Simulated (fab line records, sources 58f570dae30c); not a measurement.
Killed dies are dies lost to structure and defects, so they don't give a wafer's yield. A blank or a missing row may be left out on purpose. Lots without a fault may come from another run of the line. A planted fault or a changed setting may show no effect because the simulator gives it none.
Chamber matching | flow berkeley_cmos170 | UCB170_M1_ETCH_11 on rie_diel-03: 4 sister chambers
The step etches BARC in N2/H2. 4 wafers are shown with their chamber, then 8 later ones without.

WAFERS WITH THEIR CHAMBER
wafer  | chamber | throttle_valve_pct (%)
L506.6 | 3       | 12.98
L508.2 | 0       | 13.23
L508.6 | 2       | 13.28
L516.2 | 1       | 13.29

WAFERS WITHOUT THEIR CHAMBER
wafer  | throttle_valve_pct (%)
L516.4 | 13.24
L516.6 | 12.97
L521.2 | 12.97
L521.4 | 13.23
L521.6 | 12.97
L520.1 | 13.23
L520.3 | 13.29
L520.4 | 12.98

WHICH CHAMBER EACH WENT THROUGH
wafer  | from the rows above     | in truth
L516.4 | 0                       | 0
L516.6 | 3                       | 3
L521.2 | 3                       | 3
L521.4 | 0                       | 0
L521.6 | 3                       | 3
L520.1 | 0                       | 0
L520.3 | can't be placed: 1 or 2 | 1
L520.4 | 3                       | 3
Placed correctly: 7 of 8. Can't be placed from these rows: 1 (the true chamber is among the candidates in 1). Placed wrongly: 0.
How it was worked out, from the rows above alone: a wafer's distance from a chamber is the root of the sum, over the readings, of the square of ((its reading less the chamber's mean) divided by the reading's scatter). The wafer belongs to the nearest chamber; if the next one is less than 2 further off, it can't be placed. A chamber's mean is the mean of its shown wafers. The scatter: with one shown wafer a chamber, the root of the mean of the squares of how far each hidden wafer lies from its nearest shown one.
